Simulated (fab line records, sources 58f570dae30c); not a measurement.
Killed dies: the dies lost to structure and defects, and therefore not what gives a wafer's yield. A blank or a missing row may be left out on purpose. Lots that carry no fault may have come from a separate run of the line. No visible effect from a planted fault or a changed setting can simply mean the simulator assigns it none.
Struck lot and sound lot, side by side | flow berkeley_cmos170 | 23 out of 331 route steps
Sound: the wafers L850.2, L850.3, L850.5. Wafers L863.1, L863.3, L863.6 were the ones struck. The cause is given at the end.
Order at every step that has rows: each side's tool, ch and its chambers, its first start. Under that, the readings that differ: sound wafers | struck wafers | difference of the means | sigmas: that difference in standard deviations of wafers without a fault.
alike: readings whose means differ by less than 2 such deviations, and words and numbers that are the same on both sides. not compared: withheld readings, readings that some wafer has no value for, bounds like >300 that may hide the same value, and numbers for which the record gives no deviation and whose values overlap.
A row with sigmas, a row that says differs or no value, or rows on one side alone: a step with any of these is where the two part. Non-overlapping numbers with no deviation appear without sigmas and do not part them. Lack of a reading on every wafer of one side parts them only where that side has two or more wafers.

first, 3 steps without rows for these wafers: UCB170_PSD_COAT_01 (resist thk 900 nm); UCB170_PSD_SOFTBAKE_02 (time 60 s); UCB170_PSD_EXPOSE_03 (exposes mask PSELECT MOD, target cd 1200 nm).
UCB170_PSD_PEB_04:
  sound on litho_track-04 ch 0, day 8 08:19; struck on litho_track-01 ch 0, day 11 10:15
  alike: plate_sensor_t_centre_C, plate_sensor_t_edge_C
then, 1 step without rows for these wafers: UCB170_PSD_DEVELOP_05 (develop time 45 s).
UCB170_PSD_CD_MEAS_06: the cd target is 1200 nm.
  sound on cd_sem-02, day 8 08:35; struck on cd_sem-01, day 11 10:31
  alike: cd_nm
UCB170_PSD_OVL_MEAS_07:
  sound on overlay-02, day 8 08:41; struck on overlay-02, day 11 10:38
  alike: PSD_OVL
next, for these wafers, 1 step has no rows: UCB170_PSD_IMPLANT_08.
UCB170_PSD_STRIP_09: strips in O2.
  sound on plasma_asher-01 ch 0,1, day 8 08:52; struck on plasma_asher-01 ch 0,1, day 11 10:50
  alike: chamber_pressure_mTorr, drypump_motor_current_A, o2_flow_sccm, oes_product_au, strip_time_to_endpoint_s
  not compared: rf_hours_counter_h
UCB170_PSD_TW_MEAS_10:
  sound on film_metro-04, day 8 08:58; struck on film_metro-04, day 11 10:56
  alike: PSD_TW
then, 2 steps without rows for these wafers: UCB170_PSD_CLEAN_11 (cleans in SPM, time 600 s); UCB170_NSD_HMDS_00 (prime time 60 s).
UCB170_NSD_COAT_01: resist thk 900 nm.
  sound on litho_track-03 ch 0, day 8 09:25; struck on litho_track-03 ch 0, day 11 11:35
  reading                              | sound                | struck               | difference | sigmas
  spin_speed_rpm (rpm)                 | 1499.3 1501.0 1498.7 | 1357.9 1357.0 1356.2 | -142.6     | -99 or more
  model.KrF_of_NSD_COAT_01.thk_nm (nm) | 908.7 904.2 904.5    | 945.2 945.4 945.4    | +39.5      |
then, 3 steps without rows for these wafers: UCB170_NSD_SOFTBAKE_02 (time 60 s); UCB170_NSD_EXPOSE_03 (exposes mask NSELECT MOD, target cd 1200 nm); UCB170_NSD_PEB_04.
UCB170_NSD_DEVELOP_05: develop time 45 s.
  sound on litho_track-02 ch 0; struck on litho_track-03 ch 0
  reading                              | sound           | struck          | difference | sigmas
  model.KrF_of_NSD_COAT_01.thk_nm (nm) | 894.4 890 890.3 | 931 931.2 931.2 | +40        |
UCB170_NSD_CD_MEAS_06: the cd target is 1200 nm.
  sound on cd_sem-01, day 8 10:12; struck on cd_sem-02, day 11 12:37
  alike: cd_nm
UCB170_NSD_OVL_MEAS_07:
  sound on overlay-01, day 8 10:19; struck on overlay-01, day 11 12:44
  alike: NSD_OVL
next, for these wafers, 1 step has no rows: UCB170_NSD_IMPLANT_08.
UCB170_NSD_STRIP_09: strips in O2.
  sound on plasma_asher-03 ch 0, day 8 10:29; struck on plasma_asher-04 ch 0,1, day 11 12:55
  reading                      | sound             | struck            | difference | sigmas
  oes_product_au (a.u.)        | 0.531 0.525 0.535 | 0.547 0.534 0.543 | +0.011     | +2
  strip_time_to_endpoint_s (s) | 36.17 36.05 36.08 | 37.07 37.09 37.10 | +0.99      | +11
  alike: chamber_pressure_mTorr, drypump_motor_current_A, o2_flow_sccm
  not compared: rf_hours_counter_h
UCB170_NSD_TW_MEAS_10:
  sound on film_metro-01, day 8 10:36; struck on film_metro-04, day 11 13:01
  reading | sound          | struck         | difference | sigmas
  NSD_TW  | 4145 4136 4150 | 4228 4208 4220 | +75        | +3
UCB170_M3_PROBE_99:
  rows exist in the record for the sound wafers here (prober-02, day 9 09:23), none for the struck ones

== WHERE THEY PART ==
Earliest at UCB170_NSD_COAT_01; latest, in this record, at UCB170_M3_PROBE_99.

WHY: what the simulator had put in
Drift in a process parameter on litho_track-03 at UCB170_NSD_COAT_01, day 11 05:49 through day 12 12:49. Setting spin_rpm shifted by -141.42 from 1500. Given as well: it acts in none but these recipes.
